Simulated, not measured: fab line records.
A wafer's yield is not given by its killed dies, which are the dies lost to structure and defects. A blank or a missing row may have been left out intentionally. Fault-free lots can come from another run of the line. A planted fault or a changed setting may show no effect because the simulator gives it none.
A struck lot beside a sound one || flow rit_cmos || 33 out of 202 route steps
Sound: wafers L223.1, L223.3, L223.5. Wafers L230.2, L230.5, L230.6 were the ones struck. The cause is named last.
Per side, at each step with rows, come the tool, then ch with its chambers, and then its first start. Under that, the readings that differ: sound wafers || struck wafers || difference of the means || sigmas: that difference in standard deviations of wafers without a fault.
alike: a reading whose means differ by less than 2 such deviations, as well as words and numbers matching on both sides. not compared: withheld readings; readings where some wafer has no value; bounds like >300 that might hide an equal value; numbers whose values overlap and for which the record gives no deviation.
A row with sigmas, a row that says differs or no value, or rows on one side alone: a step with any of these is where the two part. Non-overlapping numbers with no deviation appear without sigmas and do not part them. A reading missing from all wafers of one side parts the sides only when that side holds two or more wafers.

RIT_ACTIVE_BOW_MEAS_00:
  sound: film_metro-02 at day 1 20:00; struck: film_metro-01 at day 3 07:01
  alike: INCOMING_BOW
RIT_ACTIVE_OXIDATION_01: target thk 46.8 nm, ox time 3360 s.
  sound on furnace-01 ch 0, day 1 20:08; struck on furnace-01 ch 0, day 3 09:09
{"reading": "model.SiO2_of_ACTIVE_OXIDATION_01.thk_nm (nm)", "sound": "46.5 46.67 46.17", "struck": "28.79 29.14 29.02", "difference": -17.46, "sigmas": ""}
  alike: ox_temp_c_max
RIT_ACTIVE_THK_MEAS_02:
  sound: film_metro-04 at day 1 22:04; struck: film_metro-02 at day 3 11:05
{"reading": "ACTIVE_OXIDE_THK (nm)", "sound": "46.6 46.7 46.1", "struck": "28.7 29.1 29.1", "difference": -17.5, "sigmas": -13}
then, 1 step without rows for these wafers: RIT_ACTIVE_CVD_03 (deposits Si3N4 from SiH2Cl2/NH3, target thk 150 nm, time 1500 s).
RIT_ACTIVE_THK_MEAS_04:
  sound: film_metro-02 at day 1 23:33; struck: film_metro-02 at day 3 12:34
  alike: ACTIVE_NITRIDE_THK
then, 6 steps without rows for these wafers: RIT_ACTIVE_HMDS_05 (prime time 60 s); RIT_ACTIVE_COAT_06 (resist thk 1000 nm); RIT_ACTIVE_SOFTBAKE_07 (time 60 s); RIT_ACTIVE_EXPOSE_08 (exposes mask M1, target cd 1400 nm); RIT_ACTIVE_PEB_09; RIT_ACTIVE_DEVELOP_10 (develop time 50 s).
RIT_ACTIVE_CD_MEAS_11: the cd target is 1400 nm.
  sound: cd_sem-01 at day 2 00:28; struck: cd_sem-02 at day 3 13:29
  alike: cd_nm
then, 1 step without rows for these wafers: RIT_ACTIVE_HARDBAKE_12 (time 60 s).
RIT_ACTIVE_ETCH_13: etches Si3N4 in SF6, stops on SiO2, time 210 s, target depth 210 nm.
  sound on rie_diel-02 ch 2,3, day 2 00:44; struck on rie_diel-02 ch 0,1,2, day 3 13:44
{"reading": "oes_product_au (a.u.)", "sound": "0.814 0.848 0.850", "struck": "0.798 0.813 0.810", "difference": -0.030, "sigmas": -2}
  alike: drypump_motor_current_A, throttle_valve_pct
  not compared: rf_hours_counter_h
RIT_ACTIVE_STRIP_14: strips in O2, time 180 s.
  sound on plasma_asher-02 ch 1, day 2 00:52; struck on plasma_asher-01 ch 0,1, day 3 13:52
  alike: drypump_motor_current_A
  not compared: rf_hours_counter_h
RIT_ACTIVE_CD_MEAS_90: the cd target is 1400 nm.
  sound: cd_sem-01 at day 2 01:02; struck: cd_sem-01 at day 3 14:04
  alike: cd_nm
then, 4 steps without rows for these wafers: RIT_ACTIVE_CLEAN_15 (cleans in SC1, time 600 s); RIT_ACTIVE_CLEAN_16 (cleans in dHF, time 30 s); RIT_ACTIVE_CLEAN_17 (cleans in SC2, time 600 s); RIT_FOX1_OXIDATION_00 (target thk 350.7 nm, ox time 1130 s).
RIT_FOX1_THK_MEAS_01:
  sound: film_metro-01 at day 2 05:52; struck: film_metro-03 at day 3 16:59
  alike: FOX1_OXIDE_THK
then, 2 steps without rows for these wafers: RIT_FOX1_WET_ETCH_02 (etches SiO2 in BOE, target depth 350 nm, time 390 s); RIT_FOX2_OXIDATION_00 (target thk 350.7 nm, ox time 1130 s).
RIT_FOX2_THK_MEAS_01:
  sound: film_metro-03 at day 2 09:38; struck: film_metro-04 at day 3 18:28
  alike: FOX2_OXIDE_THK
then, 1 step without rows for these wafers: RIT_FOX2_CLEAN_02 (cleans in dHF, time 180 s).
RIT_FOX2_WET_ETCH_03: etches Si3N4 in H3PO4, target depth 195 nm, time 2700 s.
  sound on wet_bench-02 ch 2, day 2 09:45; struck on wet_bench-03 ch 0, day 3 18:35
{"reading": "model.SiO2_of_ACTIVE_OXIDATION_01.thk_nm (nm)", "sound": "41.28 40.55 40.11", "struck": "25.55 25.07 25.63", "difference": -15.23, "sigmas": ""}
RIT_FOX2_THK_MEAS_90:
  sound: film_metro-03 at day 2 10:35; struck: film_metro-04 at day 3 19:20
  alike: FIELD_OXIDE_LEFT_1_THK
then, 4 steps without rows for these wafers: RIT_NWELL_HMDS_00 (prime time 60 s); RIT_NWELL_COAT_01 (resist thk 1300 nm); RIT_NWELL_SOFTBAKE_02 (time 60 s); RIT_NWELL_EXPOSE_03 (exposes mask M2, target cd 43900 nm).
RIT_GATE_ETCH_19: etches poly-Si in SF6/CHF3/O2, stops on SiO2, time 165 s, target depth 312.5 nm.
  sound on rie_si-01 ch 0,2,3, day 3 04:25; struck on rie_si-02 ch 2,3, day 4 14:46
{"reading": "model.GATE.cd_nm (nm)", "sound": "149.5 149.8 148", "struck": "143 143.3 144.6", "difference": -5, "sigmas": ""}
  alike: CHF3_flow_sccm, drypump_motor_current_A, oes_product_au, throttle_valve_pct
  not compared: rf_hours_counter_h
RIT_M1_PROBE_99:
  sound: prober-01 at day 4 01:09; struck: prober-01 at day 6 08:15
  alike: killed_at_contacts, killed_at_front_end, killed_dies, killed_open, killed_short

== WHERE THEY PART ==
Earliest at RIT_ACTIVE_THK_MEAS_02; latest, in this record, at RIT_ACTIVE_ETCH_13. Later steps at which nothing parts them and some readings are alike: RIT_ACTIVE_STRIP_14, RIT_ACTIVE_CD_MEAS_90, RIT_FOX1_THK_MEAS_01, RIT_FOX2_THK_MEAS_01, RIT_FOX2_THK_MEAS_90, RIT_GATE_ETCH_19, RIT_M1_PROBE_99.

WHY: what had been put in by the simulator
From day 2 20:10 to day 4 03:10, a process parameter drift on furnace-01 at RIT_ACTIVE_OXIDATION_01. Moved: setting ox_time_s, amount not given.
